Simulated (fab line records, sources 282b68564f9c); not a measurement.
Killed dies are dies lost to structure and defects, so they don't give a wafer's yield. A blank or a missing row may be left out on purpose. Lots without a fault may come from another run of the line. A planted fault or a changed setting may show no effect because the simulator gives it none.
fab line records | flow rit_cmos
record lots=14 wafers=42 last_day=7
route steps=202 shown NWELL@37 M1@202
lots that met no fault: from a run of the same line without faults
start_h: hours from the record's first day to the start of the lot's first wafer shown | wait_h: hours since the lot's step before | " the same as in the row above | L1.1+2: a row that stands for several wafers | - no value, or no start given | * or withheld: withheld | < > ~ a bound
route shown NAME@n: a module of which the file shows steps, and the number in the route of the first | usual: mean/standard deviation of fault-free wafers | same: alike in all rows | chamber/n: place in a boat | sites: the reading at each site | _std_site: their standard deviation | _edge_site: outer sites' mean less inner sites' | radius_mm: how far each site lies from the wafer's centre | mask NAME#n: copy n | behind: the tool/chamber that last shaped the wafer | hold: why the lot was held/for how many hours/how that ended | device: the transistor (n, p or np) that didn't switch | end of line: the same wafers' tests at the end of the route | a step without rows: its recipe alone | killed: dies lost to structure and defects at the first sort, not the wafer's yield | map: a wafer's dies, x killed, . not, _ none there
set.NAME: the setting as run; set.NAME@STEP: as run at that earlier step | model.NAME: the simulator's own value behind a step, which no gauge read
steps of the route over a sample of lots; a table a step, a row a wafer
services: from which hour (start_h, from the record's first day; less than 0 if before it) a tool's chamber was out of use, for how many hours, and why
## steps
# step RIT_NWELL_STRIP_09
# recipe chemistry=O2 time_s=180 resist=NOVOLAK platen_temp_c=withheld power_w=500 pressure_mtorr=4000 o2_flow_sccm=4000
# usual drypump_motor_current_A=5.4/0.45
# columns lot.wafer tool chamber start_h wait_h drypump_motor_current_A rf_hours_counter_h
L138.2 plasma_asher-02 1 22.18 0.1 5.1 39
L138.4 " 1 " " 5.1 -
L138.5 " 0 " " 5.4 -
L140.2 plasma_asher-02 0 33.26 0.1 5.4 40
L140.5 " 1 " " 5.1 -
L140.6 " 0 " " 5.4 -
L142.3 plasma_asher-03 0 42.47 0.1 5.3 -
L142.4 " 1 " " 5.5 -
L142.5 " 0 " " 5.3 -
L143.2 plasma_asher-03 1 47.07 0.1 5.5 40
L143.5 " 1 " " 5.5 -
L143.6 " 0 " " 5.3 -
L144.2 plasma_asher-02 1 53.13 0.1 5.1 43
L144.5 " 1 " " 5.1 -
L144.6 " 0 " " 5.4 -
L146.1 plasma_asher-03 1 65.23 0.1 5.5 41
L146.4 " 1 " " 5.5 -
L146.6 " 1 " " 5.5 -
L149.1 plasma_asher-03 0 78.38 0.1 5.3 43
L149.4 " 1 " " 5.5 -
L149.6 " 1 " " 5.5 -
L150.3 plasma_asher-03 0 83.02 0.1 5.3 -
L150.4 " 1 " " 5.5 -
L150.6 " 1 " " 5.5 -
L154.1 plasma_asher-01 1 103.52 0.1 6.4 33
L154.4 " 1 " " 6.3 -
L154.5 " 0 " " 4.9 -
L156.1 plasma_asher-02 0 111.69 0.1 5.4 47
L156.2 " 1 " " 5.2 47
L156.6 " 1 " " 5.2 -
L157.1 plasma_asher-02 1 118.47 0.1 5.1 48
L157.2 " 0 " " 5.4 48
L157.5 " 0 " " 5.4 -
L158.1 plasma_asher-02 1 124.87 0.1 5.1 49
L158.2 " 0 " " 5.4 49
L158.4 " 1 " " 5.1 -
L160.2 plasma_asher-01 0 131.90 0.1 4.9 36
L160.3 " 1 " " 6.4 -
L160.5 " 1 " " 6.4 -
L161.3 plasma_asher-01 1 139.38 0.1 6.4 -
L161.5 " 1 " " 6.4 -
L161.6 " 0 " " 4.9 -
# step RIT_M1_PROBE_99
# usual killed_at_M0_to_M3=0.0/0.2 killed_at_contacts=0.1/0.25 killed_at_front_end=6/3.1 killed_dies=6/3.1 killed_open=2.9/2 killed_short=3.3/2
# same gross_dies=264 killed_at_M4_up=0 killed_at_back_side=0 killed_at_other=0
# columns lot.wafer tool chamber start_h wait_h killed_at_M0_to_M3 killed_at_contacts killed_at_front_end killed_dies killed_open killed_short
L149.1 prober-01 - 117.14 0.1 0 0 13 13 1 4
L149.4 prober-01 - 117.29 0.2 0 0 38 38 1 4
L149.6 prober-01 - 117.39 0.2 0 0 37 37 1 2
L150.3 prober-02 - 122.83 0.2 0 0 12 12 3 2
L150.4 prober-02 - 122.88 0.2 0 0 40 40 2 7
L150.6 prober-02 - 122.98 0.2 0 0 41 41 7 4
# killed by level:class
L149.1 NWELL:unspecified=8 GATE:geometric_particle:short=2 GATE:geometric_particle:open=1 REOX:geometric_particle:short=1 SILICIDE:geometric_particle:short=1
L149.4 NWELL:unspecified=33 SPACER:geometric_particle:short=2 FOX1:geometric_particle:short=1 REOX:geometric_particle:open=1 REOX:geometric_particle:short=1
L149.6 NWELL:unspecified=34 GATE:geometric_particle:short=1 GATE:geometric_particle:open=1 SPACER:geometric_particle:short=1
L150.3 NWELL:unspecified=7 SILICIDE:geometric_particle:short=2 FOX2:geometric_particle:open=1 GATE:geometric_particle:open=1 SILICIDE:geometric_particle:open=1
L150.4 NWELL:unspecified=31 GATE:geometric_particle:short=7 GATE:geometric_particle:open=2
L150.6 NWELL:unspecified=30 FOX2:geometric_particle:short=3 REOX:geometric_particle:open=2 SILICIDE:geometric_particle:open=2 FOX1:geometric_particle:open=1 FOX2:geometric_particle:open=1 SPACER:geometric_particle:open=1 SILICIDE:geometric_particle:short=1
## services
# columns tool chamber start_h hours kind
plasma_asher-02 - 71.80 14.6 pm
plasma_asher-03 - 88.64 1.2 repair
plasma_asher-03 - 108.75 9.0 pm
plasma_asher-03 0 108.75 9.0 vent_cycle
plasma_asher-03 1 108.75 9.0 vent_cycle
plasma_asher-03 0 117.75 - clean
plasma_asher-03 1 117.75 - clean
## key
first_sign step=RIT_M1_PROBE_99 reading=killed_dies direction=up sigmas=7.8 usual=6 struck=30
effect step=RIT_M1_PROBE_99 reading=killed_at_front_end direction=up sigmas=7.7 usual=6 struck=30
met_at RIT_NWELL_STRIP_09
struck_lots L149,L150
tester_left_out L149,L150
onset_between 65.23 78.38
fault kind=chamber_particle_source tool=plasma_asher-03 chamber=- onset_h=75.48 steps=RIT_NWELL_STRIP_09 rate_per_visit_cm2=0.986 end_h=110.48
# tester_left_out: of these lots the tester's yield and bins aren't shown, on N5 and GAA mostly nor the transistor test; their killed dies are dies lost to structure and defects alone, not to doping, threshold or leakage, so they don't give the yield
